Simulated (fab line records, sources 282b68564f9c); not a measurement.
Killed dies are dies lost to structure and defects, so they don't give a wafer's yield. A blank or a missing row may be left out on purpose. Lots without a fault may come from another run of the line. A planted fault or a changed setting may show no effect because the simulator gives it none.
fab line records | flow rit_cmos
record lots=6 wafers=18 last_day=7
route steps=202 shown NWELL@36 PWELL@39 WELLDRIVE@50 NRETRO@53 M1@202
lots that met no fault: from a run of the same line without faults
start_h: hours from the record's first day to the start of the lot's first wafer shown | wait_h: hours since the lot's step before | " the same as in the row above | L1.1+2: a row that stands for several wafers | - no value, or no start given | * or withheld: withheld | < > ~ a bound
route shown NAME@n: a module of which the file shows steps, and the number in the route of the first | usual: mean/standard deviation of fault-free wafers | same: alike in all rows | chamber/n: place in a boat | sites: the reading at each site | _std_site: their standard deviation | _edge_site: outer sites' mean less inner sites' | radius_mm: how far each site lies from the wafer's centre | mask NAME#n: copy n | behind: the tool/chamber that last shaped the wafer | hold: why the lot was held/for how many hours/how that ended | device: the transistor (n, p or np) that didn't switch | end of line: the same wafers' tests at the end of the route | a step without rows: its recipe alone | killed: dies lost to structure and defects at the first sort, not the wafer's yield | map: a wafer's dies, x killed, . not, _ none there
set.NAME: the setting as run; set.NAME@STEP: as run at that earlier step | model.NAME: the simulator's own value behind a step, which no gauge read
lots at some steps of the route; a table a step, a row a wafer
services: from which hour (start_h, from the record's first day; less than 0 if before it) a tool's chamber was out of use, for how many hours, and why
## steps
# step RIT_NWELL_IMPLANT_08
# recipe species=P energy_kev=170 dose_cm2=5e+13 tilt_deg=7
# step RIT_NWELL_STRIP_09
# recipe chemistry=O2 time_s=180 resist=NOVOLAK platen_temp_c=withheld power_w=500 pressure_mtorr=4000 o2_flow_sccm=4000
# usual chamber_pressure_mTorr=4000/3.5 drypump_motor_current_A=6.2/0.53 o2_flow_sccm=3997/11
# columns lot.wafer tool chamber start_h wait_h chamber_pressure_mTorr drypump_motor_current_A o2_flow_sccm rf_hours_counter_h
L388.1 plasma_asher-04 0 64.11 0.1 3999 6.4 4009 29
L388.2 " 1 " " 4004 6.6 4006 29
L388.6 " 1 " " 4003 6.6 3999 -
L390.2 plasma_asher-01 0 72.58 0.1 3998 5.3 3994 42
L390.3 " 0 " " 4001 5.3 4008 -
L390.6 " 1 " " 3999 6.3 3989 -
L391.2 plasma_asher-01 1 76.23 0.1 3995 6.3 3989 42
L391.3 " 0 " " 3997 5.3 3994 -
L391.6 " 1 " " 3998 6.3 3974 -
L395.3 plasma_asher-04 1 96.01 0.1 4002 6.6 4007 -
L395.5 " 0 " " 3998 6.4 4002 -
L395.6 " 1 " " 4000 6.6 3997 -
L396.2 plasma_asher-04 1 102.92 0.1 4010 6.7 3995 33
L396.4 " 0 " " 3999 6.4 3986 -
L396.6 " 0 " " 3999 6.4 3988 -
L403.1 plasma_asher-03 0 137.25 0.1 4001 6.7 3990 51
L403.3 " 1 " " 3998 5.4 3995 -
L403.4 " 0 " " 3996 6.7 3986 -
# step RIT_NWELL_TW_MEAS_10
# usual NWELL_TW=2126/19
# columns lot.wafer tool chamber start_h wait_h NWELL_TW
L388.1 film_metro-01 - 64.28 0.1 2136
L388.2 " - " " 2144
L388.6 " - " " 2148
L390.2 film_metro-02 - 72.76 0.1 2095
L390.3 " - " " 2098
L390.6 " - " " 2093
L391.2 film_metro-04 - 76.41 0.1 2127
L391.3 " - " " 2137
L391.6 " - " " 2134
L395.3 film_metro-01 - 96.15 0.1 2141
L395.5 " - " " 2129
L395.6 " - " " 2137
L396.2 film_metro-04 - 103.10 0.1 2121
L396.4 " - " " 2118
L396.6 " - " " 2127
L403.1 film_metro-01 - 137.42 0.1 2150
L403.3 " - " " 2138
L403.4 " - " " 2149
# step RIT_PWELL_HMDS_00
# recipe prime_time_s=60 prime_temp_c=140
# step RIT_PWELL_COAT_01
# recipe resist=NOVOLAK spin_rpm=2000 resist_thk_nm=1300
# step RIT_PWELL_SOFTBAKE_02
# recipe resist=NOVOLAK temp_c=90 time_s=60
# step RIT_PWELL_EXPOSE_03
# recipe mask_id=M3 na=0.57 target_cd_nm=43700 dose_mj=250
# step RIT_PWELL_PEB_04
# recipe resist=NOVOLAK temp_c=withheld time_s=withheld
# step RIT_PWELL_DEVELOP_05
# recipe resist=NOVOLAK develop_time_s=68 dev_temp_c=23
# step RIT_PWELL_OVL_MEAS_06
# usual PWELL_OVL=0.1/1.5
# columns lot.wafer tool chamber start_h wait_h PWELL_OVL[nm]
L388.1 overlay-01 - 65.22 - -1.0
L388.2 " - " " -1.3
L388.6 " - " " -0.6
L390.2 overlay-02 - 73.70 - -0.9
L390.3 " - " " 1.0
L390.6 " - " " -0.8
L391.2 overlay-02 - 77.39 - 2.0
L391.3 " - " " 1.2
L391.6 " - " " 0.9
L395.3 overlay-02 - 97.18 - 1.3
L395.5 " - " " 2.9
L395.6 " - " " 1.2
L396.2 overlay-02 - 104.04 - -1.5
L396.4 " - " " -0.6
L396.6 " - " " -2.1
L403.1 overlay-01 - 140.16 - 1.7
L403.3 " - " " 0.0
L403.4 " - " " 0.6
# step RIT_PWELL_HARDBAKE_07
# recipe resist=NOVOLAK temp_c=140 time_s=120
# step RIT_PWELL_IMPLANT_08
# recipe species=B energy_kev=170 dose_cm2=7e+13 tilt_deg=7
# step RIT_PWELL_STRIP_09
# recipe chemistry=O2 time_s=180 resist=NOVOLAK platen_temp_c=withheld power_w=500 pressure_mtorr=4000 o2_flow_sccm=4000
# usual chamber_pressure_mTorr=4000/3.6 drypump_motor_current_A=5.8/0.52 o2_flow_sccm=4000/11
# columns lot.wafer tool chamber start_h wait_h chamber_pressure_mTorr drypump_motor_current_A o2_flow_sccm rf_hours_counter_h model.NOVOLAK_of_PWELL_COAT_01.thk_nm
L388.1 plasma_asher-02 1 65.66 0.1 3999 5.7 4008 40 0
L388.2 " 0 " " 4005 5.4 3982 40 0
L388.6 " 0 " " 3993 5.5 3993 - 0
L390.2 plasma_asher-01 0 74.13 0.1 - - - - 1142
L390.3 " 0 " " - - - - 1136
L390.6 " 1 " " - - - - 1138
L391.2 plasma_asher-01 1 77.82 0.1 - - - - 1139
L391.3 " 0 " " - - - - 1135
L391.6 " 1 " " - - - - 1137
L395.3 plasma_asher-01 1 97.66 0.1 3999 6.3 3998 - 0
L395.5 " 1 " " 4003 6.3 3985 - 0
L395.6 " 0 " " 4001 5.3 4007 - 0
L396.2 plasma_asher-03 1 104.47 0.1 4002 5.4 3997 48 0
L396.4 " 0 " " 3993 6.7 4009 - 0
L396.6 " 0 " " 4001 6.7 3995 - 0
L403.1 plasma_asher-03 1 140.59 0.1 3996 5.5 3995 51 0
L403.3 " 0 " " 3998 6.7 3990 - 0
L403.4 " 1 " " 4002 5.5 3989 - 0
# step RIT_PWELL_TW_MEAS_10
# usual PWELL_TW=945/9.4
# columns lot.wafer tool chamber start_h wait_h PWELL_TW
L388.1 film_metro-02 - 65.83 0.1 934
L388.2 " - " " 935
L388.6 " - " " 935
L390.2 film_metro-01 - 74.31 0.1 951
L390.3 " - " " 950
L390.6 " - " " 952
L391.2 film_metro-01 - 78.00 0.1 955
L391.3 " - " " 960
L391.6 " - " " 952
L395.3 film_metro-04 - 97.80 0.1 939
L395.5 " - " " 942
L395.6 " - " " 943
L396.2 film_metro-02 - 104.65 0.1 938
L396.4 " - " " 938
L396.6 " - " " 927
L403.1 film_metro-04 - 140.77 0.1 956
L403.3 " - " " 948
L403.4 " - " " 954
# step RIT_WELLDRIVE_ANNEAL_00
# recipe temp_c=1100 time_s=14700 ambient=N2
# step RIT_WELLDRIVE_RS_MEAS_01
# recipe thk_meas_gauge=four-point-probe
# usual NWELL_RS=275.5/0.7
# columns lot.wafer tool chamber start_h wait_h NWELL_RS[ohm/sq]
L388.1 film_metro-02 - 71.10 0.0 275.4
L388.2 " - " " 276.0
L388.6 " - " " 275.4
L390.2 film_metro-02 - 79.47 0.0 275.8
L390.3 " - " " 275.0
L390.6 " - " " 276.1
L391.2 film_metro-04 - 83.16 0.0 275.5
L391.3 " - " " 274.7
L391.6 " - " " 275.9
L395.3 film_metro-01 - 102.96 0.0 276.2
L395.5 " - " " 276.2
L395.6 " - " " 276.6
L396.2 film_metro-01 - 110.27 0.0 274.6
L396.4 " - " " 274.0
L396.6 " - " " 274.8
L403.1 film_metro-01 - 145.91 0.0 275.9
L403.3 " - " " 275.7
L403.4 " - " " 276.0
# step RIT_WELLDRIVE_RS_MEAS_02
# recipe thk_meas_gauge=four-point-probe
# usual PWELL_RS=429.6/1
# columns lot.wafer tool chamber start_h wait_h PWELL_RS[ohm/sq]
L388.1 film_metro-02 - 71.22 0.1 428.0
L388.2 " - " " 427.9
L388.6 " - " " 429.1
L390.2 film_metro-02 - 79.59 0.1 429.7
L390.3 " - " " 429.9
L390.6 " - " " 430.0
L391.2 film_metro-04 - 83.28 0.1 430.7
L391.3 " - " " 429.1
L391.6 " - " " 429.7
L395.3 film_metro-01 - 103.08 0.1 430.0
L395.5 " - " " 431.0
L395.6 " - " " 429.8
L396.2 film_metro-01 - 110.39 0.1 427.6
L396.4 " - " " 427.9
L396.6 " - " " 429.1
L403.1 film_metro-01 - 146.03 0.1 427.9
L403.3 " - " " 429.3
L403.4 " - " " 428.6
# step RIT_NRETRO_HMDS_00
# recipe prime_time_s=60 prime_temp_c=140
# step RIT_NRETRO_COAT_01
# recipe resist=NOVOLAK spin_rpm=2000 resist_thk_nm=1300
# step RIT_NRETRO_SOFTBAKE_02
# recipe resist=NOVOLAK temp_c=90 time_s=60
# step RIT_NRETRO_EXPOSE_03
# recipe mask_id=M4 na=0.57 target_cd_nm=43900 dose_mj=250
# step RIT_NRETRO_PEB_04
# recipe resist=NOVOLAK temp_c=withheld time_s=withheld
# step RIT_NRETRO_DEVELOP_05
# recipe resist=NOVOLAK develop_time_s=68 dev_temp_c=23
# step RIT_NRETRO_OVL_MEAS_06
# usual NRETRO_OVL=0.0/1.4
# columns lot.wafer tool chamber start_h wait_h NRETRO_OVL[nm]
L388.1 overlay-01 - 72.22 - -0.9
L388.2 " - " " -0.4
L388.6 " - " " -1.0
L390.2 overlay-02 - 80.66 - 1.0
L390.3 " - " " 1.4
L390.6 " - " " 0.4
L391.2 overlay-01 - 84.39 - -1.7
L391.3 " - " " -2.7
L391.6 " - " " -2.3
L395.3 overlay-01 - 104.05 - 2.9
L395.5 " - " " -0.1
L395.6 " - " " -0.1
L396.2 overlay-02 - 111.50 - 2.0
L396.4 " - " " 1.2
L396.6 " - " " 3.4
L403.1 overlay-01 - 147.04 - 0.8
L403.3 " - " " 1.4
L403.4 " - " " 0.9
# step RIT_NRETRO_HARDBAKE_07
# recipe resist=NOVOLAK temp_c=140 time_s=120
# step RIT_NRETRO_IMPLANT_08
# recipe species=P energy_kev=70 dose_cm2=1e+13 tilt_deg=7
# step RIT_NRETRO_STRIP_09
# recipe chemistry=O2 time_s=180 resist=NOVOLAK platen_temp_c=withheld power_w=500 pressure_mtorr=4000 o2_flow_sccm=4000
# usual chamber_pressure_mTorr=4000/3.6 drypump_motor_current_A=6.0/0.54 o2_flow_sccm=4001/12
# columns lot.wafer tool chamber start_h wait_h chamber_pressure_mTorr drypump_motor_current_A o2_flow_sccm rf_hours_counter_h
L388.1 plasma_asher-02 0 72.66 0.1 4001 5.5 3987 40
L388.2 " 1 " " 3998 5.7 3999 40
L388.6 " 1 " " 4008 5.7 4017 -
L390.2 plasma_asher-02 0 81.09 0.1 3993 5.4 4012 41
L390.3 " 1 " " 4000 5.7 4003 -
L390.6 " 0 " " 4001 5.4 4020 -
L391.2 plasma_asher-04 0 84.82 0.1 4003 6.4 4001 31
L391.3 " 1 " " 3997 6.6 4006 -
L391.6 " 1 " " 3998 6.6 3985 -
L395.3 plasma_asher-02 0 104.53 0.1 3999 5.5 4022 -
L395.5 " 1 " " 3999 5.7 4009 -
L395.6 " 0 " " 3993 5.5 4017 -
L396.2 plasma_asher-03 1 111.93 0.1 4003 5.5 3996 48
L396.4 " 1 " " 4001 5.5 4010 -
L396.6 " 0 " " 4005 6.7 3997 -
L403.1 plasma_asher-04 0 147.58 0.1 4004 6.4 4002 37
L403.3 " 1 " " 4003 6.6 3998 -
L403.4 " 0 " " 4004 6.4 3998 -
# step RIT_NRETRO_TW_MEAS_10
# usual NRETRO_TW=1044/12
# columns lot.wafer tool chamber start_h wait_h hold NRETRO_TW
L388.1 film_metro-04 - 72.83 0.1 - 1043
L388.2 " - " " - 1048
L388.6 " - " " - 1039
L390.2 film_metro-04 - 81.28 0.1 await_dispo/0.2h/release 30
L390.3 " - " " await_dispo/0.2h/release 30
L390.6 " - " " await_dispo/0.2h/release 30
L390.2 film_metro-04 - 81.50 0.2 - 30
L390.3 " - " " - 30
L390.6 " - " " - 30
L391.2 film_metro-04 - 85.00 0.1 await_dispo/0.2h/release 30
L391.3 " - " " await_dispo/0.2h/release 30
L391.6 " - " " await_dispo/0.2h/release 30
L391.2 film_metro-04 - 85.23 0.2 - 30
L391.3 " - " " - 30
L391.6 " - " " - 30
L395.3 film_metro-03 - 104.67 0.1 - 1053
L395.5 " - " " - 1054
L395.6 " - " " - 1053
L396.2 film_metro-04 - 112.12 0.1 - 1045
L396.4 " - " " - 1045
L396.6 " - " " - 1042
L403.1 film_metro-04 - 147.76 0.1 - 1043
L403.3 " - " " - 1044
L403.4 " - " " - 1044
# step RIT_M1_PROBE_99
# usual defect_limited_yield=97.5/1.2 killed_at_contacts=0.1/0.24 killed_at_front_end=7/3.1 killed_dies=7/3.1 killed_open=3.3/2 killed_short=3.4/2.1 sort_bin_3_pad_short=0.1/0.21 sort_bin_5_function=1.4/0.79 sort_bin_6_memory=1.0/0.65 sort_n_pass=257/3.1 sort_yield_pct=97.5/1.2
# same gross_dies=264 killed_at_M0_to_M3=0 killed_at_M4_up=0 killed_at_back_side=0 killed_at_other=0
# columns lot.wafer tool chamber start_h wait_h defect_limited_yield[%] killed_at_contacts killed_at_front_end killed_dies killed_open killed_short sort_bin_3_pad_short[%] sort_bin_5_function[%] sort_bin_6_memory[%] sort_n_pass sort_yield_pct[%]
L388.1 prober-01 - 102.16 0.1 98.5 1 3 4 2 2 0.4 0 1.1 260 98.5
L388.2 prober-01 - 102.21 0.1 99.2 0 2 2 2 0 0 0 0.8 262 99.2
L388.6 prober-01 - 102.41 0.2 98.5 0 4 4 3 1 0 1.1 0.4 260 98.5
L395.3 prober-01 - 132.74 0.2 97.0 0 8 8 3 5 0 1.9 1.1 256 97.0
L395.5 prober-01 - 132.84 0.2 97.0 0 8 8 6 2 0 1.5 1.5 256 97.0
L395.6 prober-01 - 132.89 0.2 96.6 0 9 9 6 3 0 1.5 1.9 255 96.6
L396.2 prober-02 - 138.65 0.1 99.2 0 2 2 1 1 0 0.8 0 262 99.2
L396.4 prober-02 - 138.75 0.2 99.6 0 1 1 1 0 0 0.4 0 263 99.6
L396.6 prober-02 - 138.85 0.2 98.5 0 4 4 1 3 0 1.1 0.4 260 98.5
L403.1 prober-01 - 178.67 0.1 96.2 0 10 10 1 9 1.1 1.1 1.5 254 96.2
L403.3 prober-01 - 178.77 0.2 97.3 0 7 7 2 5 0 1.5 1.1 257 97.3
L403.4 prober-01 - 178.82 0.2 95.8 0 11 11 6 5 0 3.0 1.1 253 95.8
# killed by level:class
L388.1 FOX1:geometric_particle:open=1 FOX1:geometric_particle:short=1 GATE:geometric_particle:short=1 CONTACT:geometric_particle:open=1
L388.2 GATE:geometric_particle:open=2
L388.6 GATE:geometric_particle:open=2 FOX1:geometric_particle:open=1 REOX:geometric_particle:short=1
L395.3 GATE:geometric_particle:short=3 REOX:geometric_particle:short=2 FOX1:geometric_particle:open=1 GATE:geometric_particle:open=1 SILICIDE:geometric_particle:open=1
L395.5 GATE:geometric_particle:open=4 GATE:geometric_particle:short=2 REOX:geometric_particle:open=2
L395.6 GATE:geometric_particle:open=4 GATE:geometric_particle:short=2 FOX2:geometric_particle:short=1 REOX:geometric_particle:open=1 SPACER:geometric_particle:open=1
L396.2 GATE:geometric_particle:short=1 GATE:geometric_particle:open=1
L396.4 SPACER:geometric_particle:open=1
L396.6 GATE:geometric_particle:short=3 GATE:geometric_particle:open=1
L403.1 FOX1:geometric_particle:short=5 GATE:geometric_particle:short=2 SPACER:geometric_particle:short=2 GATE:geometric_particle:open=1
L403.3 FOX1:geometric_particle:open=2 GATE:geometric_particle:short=2 FOX1:geometric_particle:short=1 REOX:geometric_particle:short=1 SPACER:geometric_particle:short=1
L403.4 GATE:geometric_particle:open=4 FOX1:geometric_particle:short=1 FOX2:geometric_particle:short=1 GATE:geometric_particle:short=1 REOX:geometric_particle:short=1 SPACER:geometric_particle:open=1 SILICIDE:geometric_particle:open=1 SILICIDE:geometric_particle:short=1
## services
# columns tool chamber start_h hours kind
plasma_asher-04 - 87.09 2.8 pm
plasma_asher-02 - 108.75 9.0 pm
plasma_asher-02 0 108.75 9.0 vent_cycle
plasma_asher-02 1 108.75 9.0 vent_cycle
plasma_asher-04 - 114.73 0.3 repair
plasma_asher-04 - 115.27 2.3 repair
plasma_asher-03 - 117.44 8.2 repair
plasma_asher-02 0 117.75 - clean
plasma_asher-02 1 117.75 - clean
plasma_asher-02 - 144.55 1.7 repair
plasma_asher-01 - 145.50 6.2 pm
## key
first_sign step=RIT_PWELL_STRIP_09 reading=tool_record direction=missing
effect step=RIT_NRETRO_TW_MEAS_10 reading=visit direction=added
effect step=RIT_NRETRO_TW_MEAS_10 reading=NRETRO_TW direction=down sigmas=84 usual=1044 struck=30
model_effect step=RIT_PWELL_STRIP_09 value=NOVOLAK_of_PWELL_COAT_01.thk_nm without=0 struck=1138
met_at RIT_PWELL_STRIP_09
struck_wafers L390.2,L390.3,L390.6,L391.2,L391.3,L391.6
scrapped_behind RIT_NRETRO_TW_MEAS_10 L390.2,L390.3,L390.6,L391.2,L391.3,L391.6
fault kind=skipped_step_whole tool=plasma_asher-01 chamber=- onset_h=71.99 steps=RIT_PWELL_STRIP_09 scope=struck_lots_only
